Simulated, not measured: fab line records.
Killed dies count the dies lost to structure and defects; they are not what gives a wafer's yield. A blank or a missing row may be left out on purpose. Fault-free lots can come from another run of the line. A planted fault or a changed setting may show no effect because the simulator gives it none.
A single fault, viewed from 2 desks / flow berkeley_cmos170 / only its own numbers are on each desk; what lay behind them is given at the end

## METROLOGY DESK
What the gauges read for every lot (on any tool): the sampled wafers with a number, averaged. The brackets show how far a lot's mean lies from the usual mean; more than 4 standard deviations puts the lot out of limits, marked OUT.
Columns: A = cd_nm at UCB170_CONTACT_CD_MEAS_90, usual 700.2 nm
lot=L343; first seen here=day 7 23:44; A=699.6
lot=L344; first seen here=day 8 04:01; A=700.3
lot=L345; first seen here=day 8 14:41; A=701.4
lot=L348; first seen here=day 8 22:18; A=699.6
lot=L346; first seen here=day 8 22:36; A=699.4
lot=L347; first seen here=day 9 00:14; A=700.9
lot=L351; first seen here=day 9 14:47; A=699.0
lot=L349; first seen here=day 9 17:26; A=701.6
lot=L353; first seen here=day 10 12:21; A=699.0
lot=L355; first seen here=day 10 20:26; A=700.1
lot=L362; first seen here=day 12 22:20; A=698.9
lot=L363; first seen here=day 13 12:08; A=702.1
lot=L366; first seen here=day 13 17:25; A=701.2
lot=L365; first seen here=day 13 18:28; A=698.9
Finding of this desk: none of the 14 lots has anything out of limits.

## FOR THE TOOL OWNER'S DESK: wet_bench-01
The tool's own readings at UCB170_CONTACT_CLEAN_00 (cleans in SPM, time 600 s): means of the sampled wafers that have a number, for each lot that ran on this tool. The brackets show how far a lot's mean lies from the usual mean; more than 4 standard deviations puts the lot out of limits, marked OUT.
Columns: A = bath_guard_temp_C at UCB170_CONTACT_CLEAN_00, usual 120.1 C; B = bath_heat_duty_pct at UCB170_CONTACT_CLEAN_00, usual 13.1 %
lot=L343; first seen here=day 7 18:39; A=120.5; B=13.9
lot=L344; first seen here=day 7 20:40; A=121.0; B=12.8
lot=L345; first seen here=day 8 10:22; A=121.0; B=12.7
lot=L348; first seen here=day 8 18:12; A=119.9; B=10.8
lot=L346; first seen here=day 8 18:24; A=119.9; B=10.4
lot=L351; first seen here=day 9 10:36; A=120.5; B=12.4
lot=L349; first seen here=day 9 11:09; A=119.3; B=13.0
lot=L366; first seen here=day 13 11:20; A=121.0; B=12.4
lot=L365; first seen here=day 13 11:46; A=120.0; B=10.5
Finding of this desk: none of the 9 lots has anything out of limits.

## PUT TOGETHER
At the metrology desk, nothing out of limits was observed.
The desk of the tool owner found nothing out of limits.

## WHAT THE SIMULATOR HAD INSERTED
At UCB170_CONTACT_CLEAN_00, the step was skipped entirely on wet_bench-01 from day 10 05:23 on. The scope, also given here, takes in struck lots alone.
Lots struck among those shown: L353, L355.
